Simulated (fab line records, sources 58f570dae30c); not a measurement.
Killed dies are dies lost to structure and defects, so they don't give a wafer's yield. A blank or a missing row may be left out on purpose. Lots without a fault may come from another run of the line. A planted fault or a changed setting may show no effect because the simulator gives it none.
fab line records | flow berkeley_cmos170
record lots=13 wafers=39 last_day=12
route steps=331 shown ACTIVE@73 PFIELD@82 FIELD@91
lots that met no fault: from a run of the same line without faults
start_h: hours from the record's first day to the start of the lot's first wafer shown | wait_h: hours since the lot's step before | " the same as in the row above | L1.1+2: a row that stands for several wafers | - no value, or no start given | * or withheld: withheld | < > ~ a bound
route shown NAME@n: a module of which the file shows steps, and the number in the route of the first | usual: mean/standard deviation of fault-free wafers | same: alike in all rows | chamber/n: place in a boat | sites: the reading at each site | _std_site: their standard deviation | _edge_site: outer sites' mean less inner sites' | radius_mm: how far each site lies from the wafer's centre | mask NAME#n: copy n | behind: the tool/chamber that last shaped the wafer | hold: why the lot was held/for how many hours/how that ended | device: the transistor (n, p or np) that didn't switch | end of line: the same wafers' tests at the end of the route | a step without rows: its recipe alone | killed: dies lost to structure and defects at the first sort, not the wafer's yield | map: a wafer's dies, x killed, . not, _ none there
set.NAME: the setting as run; set.NAME@STEP: as run at that earlier step | model.NAME: the simulator's own value behind a step, which no gauge read
steps of the route over a sample of lots; a table a step, a row a wafer
services: from which hour (start_h, from the record's first day; less than 0 if before it) a tool's chamber was out of use, for how many hours, and why
## steps
# step UCB170_ACTIVE_CD_MEAS_13
# recipe target_cd_nm=1200
# usual cd_nm=1199.9/1.8
# columns lot.wafer tool chamber start_h wait_h cd_nm
L879.2 cd_sem-01 - 97.98 - 1200.8
L879.4 " - " " 1200.1
L879.5 " - " " 1200.7
L880.1 cd_sem-01 - 102.35 - 1199.0
L880.2 " - " " 1199.1
L880.3 " - " " 1199.8
L881.4 cd_sem-01 - 111.70 - 1202.5
L881.5 " - " " 1200.1
L881.6 " - " " 1201.3
L884.1 cd_sem-02 - 115.06 - 1203.2
L884.5 " - " " 1201.5
L884.6 " - " " 1203.1
L893.1 cd_sem-01 - 151.06 - 1198.4
L893.3 " - " " 1198.5
L893.4 " - " " 1198.4
L890.1 cd_sem-02 - 151.16 - 1201.4
L890.3 " - " " 1200.6
L890.5 " - " " 1200.3
L891.1 cd_sem-02 - 157.68 - 1199.8
L891.3 " - " " 1199.5
L891.5 " - " " 1200.9
L894.3 cd_sem-02 - 160.96 - 1202.8
L894.4 " - " " 1202.1
L894.5 " - " " 1201.4
L892.1 cd_sem-02 - 162.00 - 1198.3
L892.4 " - " " 1198.0
L892.5 " - " " 1198.6
L896.1 cd_sem-01 - 167.72 - 1194.1
L896.4 " - " " 1195.0
L896.5 " - " " 1195.6
L897.1 cd_sem-02 - 177.15 - 1200.7
L897.4 " - " " 1201.6
L897.5 " - " " 1201.2
L899.3 cd_sem-01 - 193.92 - 1197.2
L899.4 " - " " 1198.3
L899.6 " - " " 1196.5
L898.2 cd_sem-02 - 198.72 - 1200.7
L898.3 " - " " 1201.4
L898.4 " - " " 1199.9
# step UCB170_ACTIVE_OVL_MEAS_14
# usual ACTIVE_OVL=3/5.4
# columns lot.wafer tool chamber start_h wait_h ACTIVE_OVL[nm]
L879.2 overlay-02 - 98.08 0.1 5
L879.4 " - " " 13
L879.5 " - " " 3
L880.1 overlay-01 - 102.47 0.1 -4
L880.2 " - " " -4
L880.3 " - " " 1
L881.4 overlay-02 - 111.77 0.1 11
L881.5 " - " " 5
L881.6 " - " " 8
L884.1 overlay-01 - 115.18 0.1 8
L884.5 " - " " 2
L884.6 " - " " 9
L893.1 overlay-02 - 151.18 0.1 6
L893.3 " - " " 9
L893.4 " - " " 9
L890.1 overlay-01 - 151.28 0.1 2
L890.3 " - " " 11
L890.5 " - " " 4
L891.1 overlay-02 - 157.80 0.1 5
L891.3 " - " " 3
L891.5 " - " " 3
L894.3 overlay-01 - 161.05 0.1 10
L894.4 " - " " 8
L894.5 " - " " 9
L892.1 overlay-01 - 162.12 0.1 0
L892.4 " - " " -5
L892.5 " - " " 10
L896.1 overlay-01 - 167.84 0.1 2
L896.4 " - " " 8
L896.5 " - " " 9
L897.1 overlay-02 - 177.27 0.1 4
L897.4 " - " " 8
L897.5 " - " " 1
L899.3 overlay-02 - 194.01 0.1 2
L899.4 " - " " -6
L899.6 " - " " -6
L898.2 overlay-02 - 198.83 0.1 13
L898.3 " - " " 5
L898.4 " - " " 12
# step UCB170_PFIELD_EXPOSE_03
# recipe mask_id=PFIELD na=0.5 sigma_outer=0.6 source_shape=conventional target_cd_nm=1500 dose_mj=30
# usual reticle_temp_C=23.01/0.095
# columns lot.wafer tool chamber start_h wait_h mask reticle_temp_C
L879.2 krf_scanner-01 0 99.25 0.2 PFIELD#0 23.12
L879.4 " 0 " " PFIELD#0 23.11
L879.5 " 0 " " PFIELD#0 23.07
L880.1 krf_scanner-01 0 103.45 0.1 PFIELD#0 22.86
L880.2 " 0 " " PFIELD#0 22.98
L880.3 " 0 " " PFIELD#0 22.92
L881.4 krf_scanner-02 0 116.56 0.2 NWELL#0 23.03
L881.5 " 0 " " NWELL#0 23.08
L881.6 " 0 " " NWELL#0 22.92
L884.1 krf_scanner-02 0 117.11 0.4 PFIELD#0 23.11
L884.5 " 0 " " PFIELD#0 22.98
L884.6 " 0 " " PFIELD#0 23.00
L893.1 krf_scanner-02 0 152.79 0.1 PFIELD#0 23.02
L893.3 " 0 " " PFIELD#0 23.01
L893.4 " 0 " " PFIELD#0 23.07
L890.1 krf_scanner-02 0 152.91 0.2 PFIELD#0 22.91
L890.3 " 0 " " PFIELD#0 22.92
L890.5 " 0 " " PFIELD#0 23.02
L891.1 krf_scanner-02 0 158.78 0.1 PFIELD#0 22.94
L891.3 " 0 " " PFIELD#0 22.92
L891.5 " 0 " " PFIELD#0 23.00
L894.3 krf_scanner-01 0 162.29 0.2 PFIELD#0 22.92
L894.4 " 0 " " PFIELD#0 22.82
L894.5 " 0 " " PFIELD#0 23.06
L892.1 krf_scanner-01 0 163.24 0.1 PFIELD#0 23.03
L892.4 " 0 " " PFIELD#0 22.96
L892.5 " 0 " " PFIELD#0 22.88
L896.1 krf_scanner-01 0 168.98 0.1 PFIELD#0 22.99
L896.4 " 0 " " PFIELD#0 22.98
L896.5 " 0 " " PFIELD#0 23.02
L897.1 krf_scanner-02 0 178.38 0.2 PFIELD#0 23.17
L897.4 " 0 " " PFIELD#0 23.05
L897.5 " 0 " " PFIELD#0 23.11
L899.3 krf_scanner-02 0 195.93 0.2 PFIELD#0 23.11
L899.4 " 0 " " PFIELD#0 23.12
L899.6 " 0 " " PFIELD#0 22.98
L898.2 krf_scanner-01 0 200.89 0.2 PFIELD#0 23.08
L898.3 " 0 " " PFIELD#0 23.09
L898.4 " 0 " " PFIELD#0 23.14
# step UCB170_PFIELD_OVL_MEAS_06
# usual PFIELD_OVL=-1/6
# columns lot.wafer tool chamber start_h wait_h PFIELD_OVL[nm]
L879.2 overlay-01 - 99.96 - -1
L879.4 " - " " -6
L879.5 " - " " -11
L880.1 overlay-01 - 103.84 - 0
L880.2 " - " " -3
L880.3 " - " " -1
L881.4 overlay-01 - 117.12 - -
L881.5 " - " " -
L881.6 " - " " -
L884.1 overlay-01 - 118.11 - -4
L884.5 " - " " -2
L884.6 " - " " -14
L893.1 overlay-02 - 153.36 - 4
L893.3 " - " " -1
L893.4 " - " " -2
L890.1 overlay-01 - 153.43 - -2
L890.3 " - " " -2
L890.5 " - " " -3
L891.1 overlay-02 - 159.17 - 16
L891.3 " - " " 12
L891.5 " - " " 11
L894.3 overlay-01 - 162.69 - -8
L894.4 " - " " -7
L894.5 " - " " -5
L892.1 overlay-02 - 163.79 - 1
L892.4 " - " " -6
L892.5 " - " " 8
L896.1 overlay-01 - 169.50 - -9
L896.4 " - " " -6
L896.5 " - " " -11
L897.1 overlay-02 - 178.77 - 2
L897.4 " - " " 7
L897.5 " - " " 4
L899.3 overlay-02 - 197.03 - -2
L899.4 " - " " 1
L899.6 " - " " -1
L898.2 overlay-02 - 201.83 - -11
L898.3 " - " " -4
L898.4 " - " " -16
# step UCB170_PFIELD_TW_MEAS_09
# usual PFIELD_TW=603/6.1
# columns lot.wafer tool chamber start_h wait_h PFIELD_TW
L879.2 film_metro-04 - 100.25 0.1 608
L879.4 " - " " 608
L879.5 " - " " 611
L880.1 film_metro-01 - 104.12 0.1 606
L880.2 " - " " 611
L880.3 " - " " 608
L881.4 film_metro-03 - 117.42 0.1 30
L881.5 " - " " 30
L881.6 " - " " 30
L884.1 film_metro-03 - 118.39 0.1 604
L884.5 " - " " 602
L884.6 " - " " 597
L893.1 film_metro-03 - 153.64 0.1 598
L893.3 " - " " 597
L893.4 " - " " 595
L890.1 film_metro-04 - 153.72 0.1 610
L890.3 " - " " 612
L890.5 " - " " 610
L891.1 film_metro-04 - 159.46 0.1 609
L891.3 " - " " 610
L891.5 " - " " 610
L894.3 film_metro-04 - 162.98 0.1 612
L894.4 " - " " 610
L894.5 " - " " 609
L892.1 film_metro-01 - 164.07 0.1 600
L892.4 " - " " 602
L892.5 " - " " 607
L896.1 film_metro-03 - 169.79 0.1 594
L896.4 " - " " 595
L896.5 " - " " 597
L897.1 film_metro-04 - 179.05 0.1 611
L897.4 " - " " 609
L897.5 " - " " 609
L899.3 film_metro-01 - 197.33 0.1 597
L899.4 " - " " 597
L899.6 " - " " 597
L898.2 film_metro-04 - 202.12 0.1 611
L898.3 " - " " 607
L898.4 " - " " 615
# step UCB170_FIELD_THK_MEAS_02
# recipe reads=SiO2_of_FIELD_OXIDATION_01
# usual FIELD_OXIDE_THK=565/13
# columns lot.wafer tool chamber start_h wait_h FIELD_OXIDE_THK[nm]
L879.2 film_metro-04 - 106.77 0.0 561
L879.4 " - " " 565
L879.5 " - " " 575
L880.1 film_metro-01 - 111.26 0.0 568
L880.2 " - " " 573
L880.3 " - " " 573
L881.4 film_metro-04 - 121.45 0.0 579
L881.5 " - " " 579
L881.6 " - " " 575
L884.1 film_metro-01 - 123.17 0.0 550
L884.5 " - " " 551
L884.6 " - " " 547
L893.1 film_metro-02 - 159.50 0.0 550
L893.3 " - " " 553
L893.4 " - " " 559
L890.1 film_metro-04 - 159.52 0.0 552
L890.3 " - " " 568
L890.5 " - " " 558
L891.1 film_metro-04 - 164.07 0.0 573
L891.3 " - " " 572
L891.5 " - " " 574
L892.1 film_metro-02 - 167.32 0.0 554
L892.4 " - " " 556
L892.5 " - " " 555
L894.3 film_metro-01 - 167.34 0.0 566
L894.4 " - " " 564
L894.5 " - " " 560
L896.1 film_metro-04 - 175.52 0.0 574
L896.4 " - " " 563
L896.5 " - " " 572
L897.1 film_metro-02 - 186.84 0.0 539
L897.4 " - " " 537
L897.5 " - " " 544
L899.3 film_metro-01 - 203.20 0.0 569
L899.4 " - " " 561
L899.6 " - " " 565
L898.2 film_metro-04 - 207.73 0.0 565
L898.3 " - " " 570
L898.4 " - " " 571
## services
# columns tool chamber start_h hours kind
krf_scanner-01 - 92.28 1.0 pm
krf_scanner-02 - 93.37 1.0 pm
krf_scanner-01 - 106.65 1.3 pm
krf_scanner-01 - 124.81 0.8 pm
krf_scanner-01 - 125.65 33.6 repair
krf_scanner-02 - 159.35 1.3 pm
## key
first_sign step=UCB170_PFIELD_EXPOSE_03 reading=mask direction=changed
effect step=UCB170_PFIELD_OVL_MEAS_06 reading=PFIELD_OVL direction=missing
effect step=UCB170_PFIELD_TW_MEAS_09 reading=PFIELD_TW direction=down sigmas=95 usual=603 struck=30
met_at UCB170_PFIELD_EXPOSE_03
struck_lots L881
sort_left_out L881.4,L881.5,L881.6
tester_left_out L881
not_acting_at UCB170_ACTIVE_CD_MEAS_13,UCB170_ACTIVE_OVL_MEAS_14,UCB170_FIELD_THK_MEAS_02
fault kind=wrong_mask tool=any chamber=- onset_h=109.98 steps=UCB170_PFIELD_EXPOSE_03 aux_copy=NWELL#0 scope=struck_lots_only
# tester_left_out: of these lots the tester's yield and bins aren't shown, on N5 and GAA mostly nor the transistor test; their killed dies are dies lost to structure and defects alone, not to doping, threshold or leakage, so they don't give the yield
# sort_left_out: the simulated sort isn't trusted on such a fault, so these wafers' sort isn't shown, and their yield isn't known
